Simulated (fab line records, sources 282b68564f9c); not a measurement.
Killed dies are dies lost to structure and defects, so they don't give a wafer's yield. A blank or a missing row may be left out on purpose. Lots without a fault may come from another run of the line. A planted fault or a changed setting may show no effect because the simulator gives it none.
One fault seen from 2 desks | flow rit_cmos | each desk has only its own numbers; what lay behind them comes last

THE METROLOGY DESK
What the gauges read, lot by lot, whatever tool the lot ran on: means of the sampled wafers that have a number. A lot is out of limits, marked OUT, if its mean lies more than 4 standard deviations from the usual mean; the brackets give that distance.
Columns: A = GATE_POLY_THK at RIT_GATE_THK_MEAS_09, usual 248.8 nm; B = REOX_OXIDE_THK at RIT_REOX_THK_MEAS_04, usual 25.3 nm
lot  | first seen here | A     | B
L171 | day 2 13:14     | 249.0 | 24.7
L172 | day 2 21:26     | 250.6 | 25.3
L174 | day 3 04:01     | 251.7 | 25.0
L176 | day 3 15:25     | 248.5 | 25.7
L177 | day 3 22:16     | 248.1 | 25.1
L178 | day 4 00:47     | 246.2 | 25.2
L180 | day 4 11:23     | 245.2 | 25.2
L181 | day 4 18:44     | 249.1 | 25.1
L183 | day 5 04:16     | 248.9 | 25.5
L189 | day 6 11:28     | 244.0 | 24.9
L191 | day 6 17:23     | 250.8 | 25.9
L192 | day 6 23:54     | 252.8 | 25.1
L193 | day 7 06:40     | 246.0 | 25.3
L194 | day 7 08:37     | 248.9 | 25.8
This desk's finding: nothing out of limits on any of the 14 lots.

THE TOOL OWNER'S DESK: litho_track-03
The tool's own readings at RIT_PSD_DEVELOP_05 (develop time 50 s): means of the sampled wafers that have a number, for each lot that ran on this tool. A lot is out of limits, marked OUT, if its mean lies more than 4 standard deviations from the usual mean; the brackets give that distance.
Columns: A = chill_plate_temp_C at RIT_PSD_DEVELOP_05, usual 23.02 C
lot  | first seen here | A
L171 | day 3 02:00     | 22.89
L172 | day 3 09:00     | 23.07
L181 | day 5 07:00     | 22.94
L193 | day 7 19:00     | 23.06
L194 | day 7 20:00     | 22.99
This desk's finding: nothing out of limits on any of the 5 lots.

PUT TOGETHER
The metrology desk saw nothing out of limits.
The tool owner's desk saw nothing out of limits.

WHAT THE SIMULATOR HAD PUT IN
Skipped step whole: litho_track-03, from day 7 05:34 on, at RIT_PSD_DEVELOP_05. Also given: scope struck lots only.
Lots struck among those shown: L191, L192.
